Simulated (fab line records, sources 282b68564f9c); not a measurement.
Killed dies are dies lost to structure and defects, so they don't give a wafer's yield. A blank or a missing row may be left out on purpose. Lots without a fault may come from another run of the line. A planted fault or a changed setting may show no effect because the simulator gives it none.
Which tool was responsible?    flow rit_cmos    7 lots, 21 wafers sampled, at 4 steps of a route of 202

## WHAT THE GAUGES READ, wafer by wafer
RIT_CONTACT_CD_MEAS_90 targets a cd of 1000 nm.
lot   measured     on         cd_nm (nm)
L864  day 4 00:40  cd_sem-01  1005.3 1006.6 1003.6
L868  day 4 12:47  cd_sem-01  1000.7 998.3 1001.7
L870  day 5 02:37  cd_sem-01  1001.1 1001.3 1001.7
L872  day 5 11:04  cd_sem-01  1003.5 1000.9 1000.8
L880  day 6 22:59  cd_sem-01  997.5 997.8 998.8
L883  day 7 12:05  cd_sem-01  1001.8 1003.7 1002.2
L886  day 8 07:02  cd_sem-02  1002.2 1001.0 1000.7

## WHICH TOOL RAN EACH LOT (tool, then ch and the chambers of the sampled wafers, then the start)
lot   RIT_GATE_ETCH_19                 RIT_NSD_STRIP_09                     RIT_CONTACT_STRIP_12
L864  rie_si-01 ch 0,1,2, day 3 03:25  plasma_asher-01 ch 1, day 3 18:49    plasma_asher-03 ch 0,1, day 4 00:28
L868  rie_si-01 ch 1,3, day 3 19:32    plasma_asher-02 ch 0,1, day 4 07:34  plasma_asher-01 ch 0,1, day 4 12:36
L870  rie_si-01 ch 0,1,2, day 4 10:53  plasma_asher-01 ch 0,1, day 4 21:27  plasma_asher-03 ch 0,1, day 5 02:26
L872  rie_si-01 ch 1,2, day 4 16:50    plasma_asher-01 ch 0,1, day 5 05:51  plasma_asher-01 ch 0,1, day 5 10:53
L880  rie_si-01 ch 1,2,3, day 6 06:20  plasma_asher-03 ch 0,1, day 6 17:52  plasma_asher-03 ch 0,1, day 6 22:49
L883  rie_si-02 ch 1,2,3, day 6 19:26  plasma_asher-01 ch 0,1, day 7 06:58  plasma_asher-01 ch 0,1, day 7 11:54
L886  rie_si-01 ch 0,1,2, day 7 11:53  plasma_asher-03 ch 0,1, day 8 01:35  plasma_asher-03 ch 0,1, day 8 06:50
- RIT_GATE_ETCH_19: etches poly-Si in SF6/CHF3/O2, stops on SiO2, time 165 s, target depth 312.5 nm.
- RIT_NSD_STRIP_09: strips in O2, time 180 s.
- RIT_CONTACT_STRIP_12: strips in O2, time 180 s.

## THE ANSWER, worked out from the rows above alone
Rule: the usual values come from the lots themselves. Put in order of their means at a reading, lots are off if they are a third of the lots or fewer, leave a main group of 4 or more, and stand apart from it by a gap of 3 or more times the standard deviation of the main group's means; of several such gaps the widest counts. Not used: any main group whose means are identical at the precision the tables above print for the reading. A lot without any number at a reading at which 4 lots or more have one is off too. Any other lot the step has rows for is counted as sound.
None of the lots is off at any reading shown; this tells nothing.

## WHAT THE SIMULATOR PUT IN
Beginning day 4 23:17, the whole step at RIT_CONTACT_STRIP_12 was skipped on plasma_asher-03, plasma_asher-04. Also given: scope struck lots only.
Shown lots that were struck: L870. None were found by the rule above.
